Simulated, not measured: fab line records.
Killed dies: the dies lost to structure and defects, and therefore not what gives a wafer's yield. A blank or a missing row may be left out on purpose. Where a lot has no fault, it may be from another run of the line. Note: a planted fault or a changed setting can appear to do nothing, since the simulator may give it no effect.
fab line records	flow ritCmos
record lots=6	wafers=18	lastDay=7
route steps=202 shown PSD@150 SDANNEAL@153 NSD@158 PLDD@159 NLDD@160 SILICIDE@161 M1@202
lots that met no fault: taken from a fault-free run of the same line
startH: the number of hours between the record's first day and the start of the first shown wafer of the lot	waitH: hours from the lot's prior step to this one	" the same as in the row above	L1.1+2: a row that stands for several wafers	- no value present, or no start provided	* or withheld: withheld	< > ~ a bound
route shown NAME@n: NAME is a module with steps in the file, n the number in the route of the first one	usual: the fault-free wafers' mean and standard deviation	same: alike in all rows	chamber/n: place in a boat	sites: per-site readings	_std_site: the standard deviation of these	_edge_site: outer sites' mean less inner sites'	radiusMm: how far each site lies from the wafer's centre	mask NAME#n: copy n	behind: the tool/chamber that last shaped the wafer	hold: cause of the lot's hold/its duration in hours/its outcome	device: whichever transistor did not switch (one of n, p or np)	end of line: the tests these same wafers got at the end of their route	step lacking rows: just its recipe	killed: dies lost to structure and defects at the first sort, not the wafer's yield	map: a wafer's dies, x killed, . not, _ none there
set.NAME: the run value of the setting; set.NAME@STEP: its run value at that earlier step	model.NAME: the simulator's own value behind a step, which no gauge read
lots seen at some steps along the route; tables by step, rows by wafer
services: the hour from which a tool's chamber was out of use, counted from the record's first day as startH (under 0 if before that day), plus the number of hours and why
## steps
# step RIT_PSD_IMPLANT_08
# recipe species=BF2	energyKev=27	doseCm2=4.882e+15	tiltDeg=7
# step RIT_PSD_STRIP_09
# recipe chemistry=O2	timeS=180	resist=NOVOLAK	platenTempC=withheld	powerW=500	pressureMtorr=4000	o2FlowSccm=4000
# usual drypumpMotorCurrentA=5.90/0.23	rfReflPowerW=6.6/1.2
lot.wafer	tool	chamber	startH	waitH	drypumpMotorCurrentA	rfHoursCounterH	rfReflPowerW
L367.1	plasmaAsher-02	0	60.54	0.1	5.62	29	4.2
L367.5	"	1	"	"	5.64	-	5.2
L367.6	"	0	"	"	5.61	-	4.2
L372.4	plasmaAsher-02	0	87.81	0.1	5.63	-	4.0
L372.5	"	0	"	"	5.62	-	4.1
L372.6	"	1	"	"	5.65	-	5.3
L378.1	plasmaAsher-03	1	124.47	0.1	6.05	46	6.9
L378.4	"	1	"	"	6.06	-	6.9
L378.6	"	0	"	"	6.18	-	7.1
L380.3	plasmaAsher-03	1	135.57	0.1	6.08	-	7.0
L380.4	"	0	"	"	6.16	-	6.9
L380.5	"	0	"	"	6.16	-	6.5
L383.2	plasmaAsher-01	0	143.49	0.1	5.68	52	7.1
L383.5	"	0	"	"	5.65	-	7.1
L383.6	"	1	"	"	5.78	-	8.4
L386.2	plasmaAsher-01	0	156.03	0.1	5.63	54	6.8
L386.4	"	0	"	"	5.64	-	6.5
L386.5	"	0	"	"	5.66	-	6.8
# step RIT_PSD_TW_MEAS_10
# usual PSD_TW=3442/38
lot.wafer	tool	chamber	startH	waitH	PSD_TW
L367.1	filmMetro-01	-	60.71	0.1	3487
L367.5	"	-	"	"	3486
L367.6	"	-	"	"	3501
L372.4	filmMetro-04	-	87.96	0.1	3399
L372.5	"	-	"	"	3421
L372.6	"	-	"	"	3398
L378.1	filmMetro-03	-	124.64	0.1	3438
L378.4	"	-	"	"	3421
L378.6	"	-	"	"	3419
L380.3	filmMetro-01	-	135.70	0.1	3527
L380.4	"	-	"	"	3522
L380.5	"	-	"	"	3510
L383.2	filmMetro-04	-	143.68	0.1	3399
L383.5	"	-	"	"	3410
L383.6	"	-	"	"	3383
L386.2	filmMetro-03	-	156.22	0.1	3442
L386.4	"	-	"	"	3447
L386.5	"	-	"	"	3433
# step RIT_SDANNEAL_CLEAN_00
# recipe chemistry=SC1	mix=3:3:50	timeS=600	tempC=75
# step RIT_SDANNEAL_CLEAN_01
# recipe chemistry=dHF	dilution=50:1	timeS=30
# step RIT_SDANNEAL_CLEAN_02
# recipe chemistry=SC2	mix=3:3:50	timeS=600	tempC=75	dry=n2Spin
# step RIT_SDANNEAL_RTA_03
# recipe tempC=1050	timeS=5	idleTempC=600	rampUpCPerS=342	rampDownCPerS=171	coolToC=600	ambient=N2
# usual annealTempCMax=1053.8/0.95	wafer_temp_C_max=1053.6/1.3
lot.wafer	tool	chamber	startH	waitH	annealTempCMax	wafer_temp_C_max
L367.1	rtpAnneal-01	0	61.14	0.0	1054.6	1052.6
L367.5	"	0	"	"	1052.9	1052.4
L367.6	"	0	"	"	1052.5	1053.4
L372.4	rtpAnneal-02	0	88.38	0.0	1055.2	1053.8
L372.5	"	0	"	"	1053.7	1055.0
L372.6	"	0	"	"	1053.8	1054.4
L378.1	rtpAnneal-02	0	125.42	0.0	1054.8	1054.2
L378.4	"	0	"	"	1055.0	1055.0
L378.6	"	0	"	"	1054.2	1054.5
L380.3	rtpAnneal-02	0	136.32	0.0	1054.2	1054.3
L380.4	"	0	"	"	1054.2	1052.9
L380.5	"	0	"	"	1054.6	1053.8
L383.2	rtpAnneal-02	0	144.10	0.0	1053.5	1052.5
L383.5	"	0	"	"	1053.1	1053.4
L383.6	"	0	"	"	1053.2	1051.2
L386.2	rtpAnneal-01	0	156.64	0.0	1053.1	1052.7
L386.4	"	0	"	"	1052.6	1053.4
L386.5	"	0	"	"	1052.4	1054.9
# step RIT_SDANNEAL_RS_MEAS_04
# recipe thkMeasGauge=four-point-probe
# usual PSD_RS=116.15/0.28
lot.wafer	tool	chamber	startH	waitH	PSD_RS[ohm/sq]
L367.1	filmMetro-01	-	61.20	0.0	116.05
L367.5	"	-	"	"	116.08
L367.6	"	-	"	"	116.25
L372.4	filmMetro-04	-	88.47	0.1	116.56
L372.5	"	-	"	"	116.25
L372.6	"	-	"	"	116.48
L378.1	filmMetro-01	-	125.48	0.0	116.32
L378.4	"	-	"	"	116.34
L378.6	"	-	"	"	116.30
L380.3	filmMetro-03	-	136.40	0.1	115.73
L380.4	"	-	"	"	115.92
L380.5	"	-	"	"	115.90
L383.2	filmMetro-01	-	144.17	0.1	116.16
L383.5	"	-	"	"	116.40
L383.6	"	-	"	"	116.08
L386.2	filmMetro-01	-	156.71	0.1	116.32
L386.4	"	-	"	"	116.61
L386.5	"	-	"	"	116.15
# step RIT_SDANNEAL_RS_MEAS_05
# recipe thkMeasGauge=four-point-probe
# usual NSD_RS=83.5/0.36
lot.wafer	tool	chamber	startH	waitH	NSD_RS[ohm/sq]
L367.1	filmMetro-01	-	61.32	0.1	83.6
L367.5	"	-	"	"	83.6
L367.6	"	-	"	"	83.6
L372.4	filmMetro-04	-	88.59	0.1	83.3
L372.5	"	-	"	"	83.3
L372.6	"	-	"	"	83.5
L378.1	filmMetro-01	-	125.60	0.1	83.9
L378.4	"	-	"	"	83.8
L378.6	"	-	"	"	83.7
L380.3	filmMetro-03	-	136.52	0.1	82.9
L380.4	"	-	"	"	82.9
L380.5	"	-	"	"	82.6
L383.2	filmMetro-01	-	144.29	0.1	83.4
L383.5	"	-	"	"	83.7
L383.6	"	-	"	"	83.6
L386.2	filmMetro-01	-	156.83	0.1	83.4
L386.4	"	-	"	"	83.5
L386.5	"	-	"	"	83.6
# step RIT_SDANNEAL_RS_MEAS_06
# recipe thkMeasGauge=four-point-probe
# usual PLDD_RS=178.5/0.49
lot.wafer	tool	chamber	startH	waitH	PLDD_RS[ohm/sq]
L367.1	filmMetro-01	-	61.44	0.1	178.6
L367.5	"	-	"	"	178.1
L367.6	"	-	"	"	178.2
L372.4	filmMetro-04	-	88.71	0.1	178.9
L372.5	"	-	"	"	178.3
L372.6	"	-	"	"	178.6
L378.1	filmMetro-01	-	125.72	0.1	178.9
L378.4	"	-	"	"	178.7
L378.6	"	-	"	"	178.6
L380.3	filmMetro-03	-	136.64	0.1	177.9
L380.4	"	-	"	"	178.1
L380.5	"	-	"	"	178.5
L383.2	filmMetro-01	-	144.41	0.1	178.1
L383.5	"	-	"	"	178.6
L383.6	"	-	"	"	178.1
L386.2	filmMetro-01	-	156.95	0.1	178.9
L386.4	"	-	"	"	178.1
L386.5	"	-	"	"	178.6
# step RIT_SDANNEAL_RS_MEAS_07
# recipe thkMeasGauge=four-point-probe
# usual NLDD_RS=151.4/0.64
lot.wafer	tool	chamber	startH	waitH	NLDD_RS[ohm/sq]
L367.1	filmMetro-01	-	61.56	0.1	151.1
L367.5	"	-	"	"	151.2
L367.6	"	-	"	"	151.0
L372.4	filmMetro-04	-	88.83	0.1	151.6
L372.5	"	-	"	"	152.2
L372.6	"	-	"	"	151.7
L378.1	filmMetro-01	-	125.84	0.1	151.6
L378.4	"	-	"	"	151.8
L378.6	"	-	"	"	151.6
L380.3	filmMetro-03	-	136.76	0.1	150.6
L380.4	"	-	"	"	151.2
L380.5	"	-	"	"	150.9
L383.2	filmMetro-01	-	144.53	0.1	152.1
L383.5	"	-	"	"	151.4
L383.6	"	-	"	"	151.6
L386.2	filmMetro-01	-	157.07	0.1	151.7
L386.4	"	-	"	"	151.8
L386.5	"	-	"	"	151.7
# step RIT_SILICIDE_WET_ETCH_00
# recipe chemistry=BOE	target=SiO2	targetDepthNm=14	timeS=15	dry=n2Spin	dilution=10:1	tempC=21.5
# step RIT_SILICIDE_SPUTTER_01
# recipe material=Ti	targetThkNm=30	powerW=339.5	chamberPressurePa=0.667	gas=Ar	timeS=240	substrateTempC=25
# usual chamberPressurePa=0.6668/0.0014	throttleValvePct=30.1/1
lot.wafer	tool	chamber	startH	waitH	chamberPressurePa	throttleValvePct	model.Ti_of_SILICIDE_SPUTTER_01.thkNm
L367.1	pvdSputter-02	-	61.69	0.0	0.6664	31.5	29.23
L367.5	"	-	"	"	0.6668	30.8	29.02
L367.6	"	-	"	"	0.6659	31.4	29.14
L372.4	pvdSputter-03	-	88.98	0.1	0.6665	29.9	28.69
L372.5	"	-	"	"	0.6687	29.4	28.66
L372.6	"	-	"	"	0.6658	32.2	28.89
L378.1	pvdSputter-03	-	125.97	0.0	0.6663	30.1	28.59
L378.4	"	-	"	"	0.6677	29.5	32.6
L378.6	"	-	"	"	0.6684	29.6	29.13
L380.3	pvdSputter-03	-	136.85	0.0	0.6673	29.2	32.47
L380.4	"	-	"	"	0.6691	32.0	29.15
L380.5	"	-	"	"	0.6676	29.7	28.95
L383.2	pvdSputter-02	-	144.64	0.0	0.6666	29.5	29.89
L383.5	"	-	"	"	0.6664	31.1	29.85
L383.6	"	-	"	"	0.6683	29.5	29.76
L386.2	pvdSputter-01	-	157.18	0.0	0.6683	29.3	29.44
L386.4	"	-	"	"	0.6670	29.5	29.43
L386.5	"	-	"	"	0.6663	29.7	29.44
# step RIT_SILICIDE_RS_MEAS_02
# recipe thkMeasGauge=four-point-probe	reads=Ti_of_SILICIDE_SPUTTER_01
# usual SILICIDE_TI_RS=49.7/0.63
lot.wafer	tool	chamber	startH	waitH	SILICIDE_TI_RS[ohm/sq]
L367.1	filmMetro-04	-	61.84	0.1	49.4
L367.5	"	-	"	"	50.0
L367.6	"	-	"	"	49.7
L372.4	filmMetro-02	-	89.12	0.1	50.5
L372.5	"	-	"	"	50.6
L372.6	"	-	"	"	50.1
L378.1	filmMetro-04	-	126.12	0.1	50.9
L378.4	"	-	"	"	43.2
L378.6	"	-	"	"	49.6
L380.3	filmMetro-02	-	137.04	0.1	43.4
L380.4	"	-	"	"	49.5
L380.5	"	-	"	"	50.1
L383.2	filmMetro-03	-	144.81	0.1	48.0
L383.5	"	-	"	"	48.1
L383.6	"	-	"	"	48.2
L386.2	filmMetro-02	-	157.35	0.1	49.1
L386.4	"	-	"	"	48.9
L386.5	"	-	"	"	49.0
# step RIT_SILICIDE_THK_MEAS_03
# recipe thkMeasGauge=xrf	reads=Ti_of_SILICIDE_SPUTTER_01
# usual SILICIDE_TI_THK=29.2/0.3
lot.wafer	tool	chamber	startH	waitH	SILICIDE_TI_THK[nm]
L367.1	filmMetro-04	-	61.96	0.1	29.3
L367.5	"	-	"	"	29.2
L367.6	"	-	"	"	29.3
L372.4	filmMetro-02	-	89.21	0.1	28.7
L372.5	"	-	"	"	28.6
L372.6	"	-	"	"	29.0
L378.1	filmMetro-04	-	126.24	0.1	29.0
L378.4	"	-	"	"	33.0
L378.6	"	-	"	"	29.5
L380.3	filmMetro-02	-	137.14	0.1	32.6
L380.4	"	-	"	"	29.1
L380.5	"	-	"	"	29.1
L383.2	filmMetro-03	-	144.92	0.1	30.0
L383.5	"	-	"	"	29.8
L383.6	"	-	"	"	29.8
L386.2	filmMetro-02	-	157.46	0.1	29.4
L386.4	"	-	"	"	29.5
L386.5	"	-	"	"	29.6
# step RIT_SILICIDE_RTA_04
# recipe tempC=650	timeS=10	idleTempC=25	rampUpS=5	rampDownS=5	coolToC=25	ambient=N2
# usual annealTempCMax=652.5/0.55	wafer_temp_C_max=652.4/0.68
lot.wafer	tool	chamber	startH	waitH	annealTempCMax	wafer_temp_C_max
L367.1	rtpAnneal-02	0	62.02	0.1	652.8	652.2
L367.5	"	0	"	"	651.9	652.5
L367.6	"	0	"	"	652.9	653.0
L372.4	rtpAnneal-01	0	89.27	0.1	653.0	651.9
L372.5	"	0	"	"	652.4	651.9
L372.6	"	0	"	"	651.8	651.4
L378.1	rtpAnneal-01	0	126.30	0.1	651.9	652.0
L378.4	"	0	"	"	652.4	651.5
L378.6	"	0	"	"	652.8	651.6
L380.3	rtpAnneal-01	0	137.21	0.1	653.2	652.2
L380.4	"	0	"	"	652.5	651.5
L380.5	"	0	"	"	652.0	651.4
L383.2	rtpAnneal-01	0	144.98	0.1	651.9	652.2
L383.5	"	0	"	"	651.8	652.0
L383.6	"	0	"	"	651.9	652.1
L386.2	rtpAnneal-02	0	157.52	0.1	653.1	653.1
L386.4	"	0	"	"	652.3	654.3
L386.5	"	0	"	"	652.7	652.7
# step RIT_M1_PROBE_99
# usual killed_at_M0_to_M3=0.0/0.25	killedAtContacts=0.0/0.18	killedAtFrontEnd=7/3.4	killedDies=7/3.4	killedOpen=3.7/2.2	killedShort=3.6/2.2
# same grossDies=264	killed_at_M4_up=0	killedAtBackSide=0	killedAtOther=0
lot.wafer	tool	chamber	startH	waitH	killed_at_M0_to_M3	killedAtContacts	killedAtFrontEnd	killedDies	killedOpen	killedShort	model.etest.npolyLine.lineOhmUm	model.etest.ppolyLine.lineOhmUm	model.etest.contactPplus.endOhmUm	model.etest.contactNplus.endOhmUm	model.etest.npolyLine.rsOhmSq	model.etest.ppolyLine.rsOhmSq	model.etest.npolySal.rsOhmSq	model.etest.ppolySal.rsOhmSq
L367.1	prober-01	-	68.58	0.1	0	0	6	6	2	4	167.5	163.3	44.34	40.46	17.22	16.8	4.435	4.375
L367.5	prober-01	-	68.78	0.2	0	0	3	3	1	2	164	161.3	43.17	40.27	17.32	16.92	4.464	4.429
L367.6	prober-01	-	68.83	0.2	0	0	6	6	4	2	166.2	164.3	44.29	40.5	17.31	16.87	4.469	4.445
L372.4	prober-01	-	95.92	0.2	0	0	6	6	3	3	164.5	159.8	43.55	38.9	17.41	16.92	4.552	4.494
L372.5	prober-01	-	95.97	0.2	0	0	15	15	7	8	168.5	161.3	43.35	39.54	17.47	16.93	4.56	4.498
L372.6	prober-01	-	96.02	0.2	0	0	8	8	4	4	166.3	161.6	43.2	39.69	17.4	16.91	4.539	4.501
L378.1	prober-01	-	133.21	0.1	0	0	8	8	8	0	175.4	166.2	43.63	39.43	17.68	17.21	4.471	4.441
L378.4	prober-01	-	133.36	0.2	0	0	3	3	2	1	166.3	160.3	49.66	45.71	16	15.63	4.008	3.977
L378.6	prober-01	-	133.46	0.2	0	0	3	3	2	1	169.4	165.4	43.77	39.67	17.31	16.82	4.382	4.363
L380.3	prober-01	-	144.51	0.2	0	0	9	9	5	4	163.5	156.6	47.02	43.75	16.04	15.73	4.019	4.011
L380.4	prober-01	-	144.56	0.2	0	0	4	4	3	1	173	161.6	40.69	38.01	17.3	16.85	4.43	4.393
L380.5	prober-01	-	144.61	0.2	0	0	15	15	5	10	174.5	168.4	41.52	38.28	17.43	16.91	4.527	4.443
L383.2	prober-02	-	151.43	0.1	2	0	8	10	6	2	174.4	167.1	44.38	40.54	17.02	16.56	4.383	4.306
L383.5	prober-02	-	151.58	0.2	0	0	8	8	4	4	172.3	167.5	44.58	39.78	17.1	16.41	4.364	4.321
L383.6	prober-02	-	151.63	0.2	0	0	5	5	1	3	172.8	167.6	43.84	39.84	16.94	16.45	4.377	4.354
L386.2	prober-01	-	164.11	0.1	0	0	9	9	5	4	173.6	169.6	42.49	39.47	17.25	16.82	4.435	4.383
L386.4	prober-01	-	164.21	0.2	0	1	13	14	6	8	180.4	170.9	43.86	40.26	17.43	16.84	4.461	4.441
L386.5	prober-01	-	164.26	0.2	0	0	6	6	2	4	176.2	169.5	43.17	39.96	17.24	16.76	4.425	4.387
# killed by level:class
L367.1 GATE:geometricParticle:short=2 FOX2:geometricParticle:short=1 SPACER:geometricParticle:short=1 SPACER:geometricParticle:open=1 SILICIDE:geometricParticle:open=1
L367.5 FOX1:geometricParticle:short=1 GATE:geometricParticle:open=1 SILICIDE:geometricParticle:short=1
L367.6 GATE:geometricParticle:open=4 FOX2:geometricParticle:short=1 SILICIDE:geometricParticle:short=1
L372.4 FOX1:geometricParticle:short=1 FOX2:geometricParticle:open=1 GATE:geometricParticle:open=1 REOX:geometricParticle:short=1 SILICIDE:geometricParticle:open=1 SILICIDE:geometricParticle:short=1
L372.5 GATE:geometricParticle:short=3 GATE:geometricParticle:open=2 REOX:geometricParticle:short=2 REOX:geometricParticle:open=2 FOX1:geometricParticle:open=1 FOX1:geometricParticle:short=1 FOX2:geometricParticle:short=1 SPACER:geometricParticle:open=1
L372.6 GATE:geometricParticle:short=3 REOX:geometricParticle:open=3 FOX1:geometricParticle:open=1 FOX2:geometricParticle:short=1
L378.1 SILICIDE:geometricParticle:open=4 FOX1:geometricParticle:open=2 GATE:geometricParticle:open=1 REOX:geometricParticle:open=1
L378.4 GATE:geometricParticle:open=1 GATE:geometricParticle:short=1 REOX:geometricParticle:open=1
L378.6 GATE:geometricParticle:open=1 GATE:geometricParticle:short=1 REOX:geometricParticle:open=1
L380.3 FOX2:geometricParticle:open=3 GATE:geometricParticle:short=2 SILICIDE:geometricParticle:open=2 REOX:geometricParticle:short=1 SILICIDE:geometricParticle:short=1
L380.4 FOX2:geometricParticle:open=1 GATE:geometricParticle:open=1 GATE:geometricParticle:short=1 REOX:geometricParticle:open=1
L380.5 GATE:geometricParticle:short=5 SILICIDE:geometricParticle:short=4 GATE:geometricParticle:open=2 REOX:geometricParticle:open=2 REOX:geometricParticle:short=1 SILICIDE:geometricParticle:open=1
L383.2 REOX:geometricParticle:open=2 SILICIDE:geometricParticle:open=2 M1:coatMicrobubblePrinted=2 GATE:geometricParticle:short=1 GATE:geometricParticle:open=1 SPACER:geometricParticle:open=1 SILICIDE:geometricParticle:short=1
L383.5 GATE:geometricParticle:open=3 GATE:geometricParticle:short=2 FOX1:geometricParticle:short=1 SPACER:geometricParticle:open=1 SILICIDE:geometricParticle:short=1
L383.6 GATE:geometricParticle:short=3 FOX1:geometricParticle:open=1 NWELL:coatMicrobubblePrinted=1
L386.2 GATE:geometricParticle:open=3 GATE:geometricParticle:short=2 FOX1:geometricParticle:short=1 FOX2:geometricParticle:open=1 SPACER:geometricParticle:open=1 SPACER:geometricParticle:short=1
L386.4 SPACER:geometricParticle:short=4 FOX2:geometricParticle:short=2 SPACER:geometricParticle:open=2 SILICIDE:geometricParticle:open=2 GATE:geometricParticle:short=1 GATE:geometricParticle:open=1 SILICIDE:geometricParticle:short=1 CONTACT:geometricParticle:open=1
L386.5 FOX1:geometricParticle:open=1 FOX2:geometricParticle:short=1 GATE:geometricParticle:short=1 GATE:geometricParticle:open=1 SPACER:geometricParticle:short=1 SILICIDE:geometricParticle:short=1
## services
tool	chamber	startH	hours	kind
pvdSputter-01	-	48.58	6.1	repair
rtpAnneal-01	-	68.91	4.0	pm
pvdSputter-03	-	98.45	4.7	repair
plasmaAsher-02	-	104.47	14.6	pm
pvdSputter-01	-	134.79	14.2	repair
pvdSputter-03	-	137.25	10.1	repair
rtpAnneal-02	-	138.76	4.4	pm
## key
firstSign step=RIT_SILICIDE_RS_MEAS_02	reading=SILICIDE_TI_RS	direction=down	sigmas=10	usual=49.7	struck=43.3
effect step=RIT_SILICIDE_THK_MEAS_03	reading=SILICIDE_TI_THK	direction=up	sigmas=12	usual=29.2	struck=32.8
modelEffect step=RIT_SILICIDE_SPUTTER_01	value=Ti_of_SILICIDE_SPUTTER_01.thkNm	without=29.04	struck=32.53
modelEffect step=RIT_M1_PROBE_99	value=etest.npolyLine.lineOhmUm	without=174.9	struck=164.9
metAt RIT_SILICIDE_SPUTTER_01
struckWafers L378.4,L380.3
testerLeftOut L378,L380
fault kind=processParameterDrift	tool=pvdSputter-03	chamber=-	onsetH=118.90	steps=RIT_SILICIDE_SPUTTER_01	channel=targetThkNm	offset=3.6	shape=step	endH=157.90	stated=30	scope=struckWafersOnly
# testerLeftOut: of these lots the tester's yield and bins aren't shown, on N5 and GAA mostly nor the transistor test; their killed dies are dies lost to structure and defects alone, not to doping, threshold or leakage, so they don't give the yield
